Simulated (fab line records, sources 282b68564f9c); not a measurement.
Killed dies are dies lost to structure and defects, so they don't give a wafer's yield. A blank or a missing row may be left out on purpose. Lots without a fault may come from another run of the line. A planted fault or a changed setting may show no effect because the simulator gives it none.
A struck lot beside a sound one | flow rit_cmos | 15 steps out of a route of 202
Sound: wafers L909.2, L909.3, L909.4. Struck: wafers L911.3, L911.4, L911.5. The cause comes at the end.
At each step with rows: each side's tool, then ch and its chambers, then its first start. Under that, the readings that differ: sound wafers | struck wafers | difference of the means | sigmas: that difference in standard deviations of wafers without a fault.
alike: readings whose means differ by less than 2 such deviations, and words and numbers that are the same on both sides. not compared: withheld readings, readings that some wafer has no value for, bounds like >300 that may hide the same value, and numbers for which the record gives no deviation and whose values overlap.
The two part at a step that has a row with sigmas, a row that says differs or no value, or rows on one side only. Numbers that don't overlap but have no deviation are shown without sigmas and don't part them. A reading that every wafer of one side lacks parts them only if that side has two wafers or more.

RIT_NSD_TW_MEAS_10:
  sound on film_metro-04, day 4 07:44; struck on film_metro-04, day 4 12:38
  alike: NSD_TW
then, 6 steps without rows for these wafers: RIT_PSD_HMDS_00 (prime time 60 s); RIT_PSD_COAT_01 (resist thk 1000 nm); RIT_PSD_SOFTBAKE_02 (time 60 s); RIT_PSD_EXPOSE_03 (exposes mask M10, target cd 40900 nm); RIT_PSD_PEB_04; RIT_PSD_DEVELOP_05 (develop time 50 s).
RIT_PSD_OVL_MEAS_06:
  sound on overlay-01, day 4 08:53; struck on overlay-02, day 4 13:40
  alike: PSD_OVL
then, 2 steps without rows for these wafers: RIT_PSD_HARDBAKE_07 (time 60 s); RIT_PSD_IMPLANT_08.
RIT_PSD_STRIP_09: strips in O2, time 180 s.
  sound on plasma_asher-03 ch 0,1, day 4 09:20; struck on plasma_asher-04 ch 0,1, day 4 14:10
  reading                     | sound       | struck      | difference | sigmas
  drypump_motor_current_A (A) | 5.5 5.9 5.5 | 6.4 6.7 6.7 | +1.0       | +2
  alike: o2_flow_sccm, rf_refl_power_W
  not compared: rf_hours_counter_h
RIT_PSD_TW_MEAS_10:
  sound on film_metro-03, day 4 09:31; struck on film_metro-02, day 4 14:18
  alike: PSD_TW
RIT_SDANNEAL_CLEAN_00: cleans in SC1, time 600 s.
  sound on wet_bench-01 ch 2, day 4 09:34; struck on wet_bench-02 ch 1, day 4 14:20
  no value came back on the struck wafers for bath_guard_temp_C (C), bath_heat_duty_pct (%); on the sound wafers bath_guard_temp_C (C) reads 74.9 74.5 75.3
then, 1 step without rows for these wafers: RIT_SDANNEAL_CLEAN_01 (cleans in dHF, time 30 s).
RIT_M1_PROBE_99:
  the record has rows for the struck wafers here (prober-01, day 4 22:21) and none for the sound ones

WHERE THEY PART
First at RIT_PSD_STRIP_09; last, within this record, at RIT_M1_PROBE_99.

WHY: what the simulator had put in
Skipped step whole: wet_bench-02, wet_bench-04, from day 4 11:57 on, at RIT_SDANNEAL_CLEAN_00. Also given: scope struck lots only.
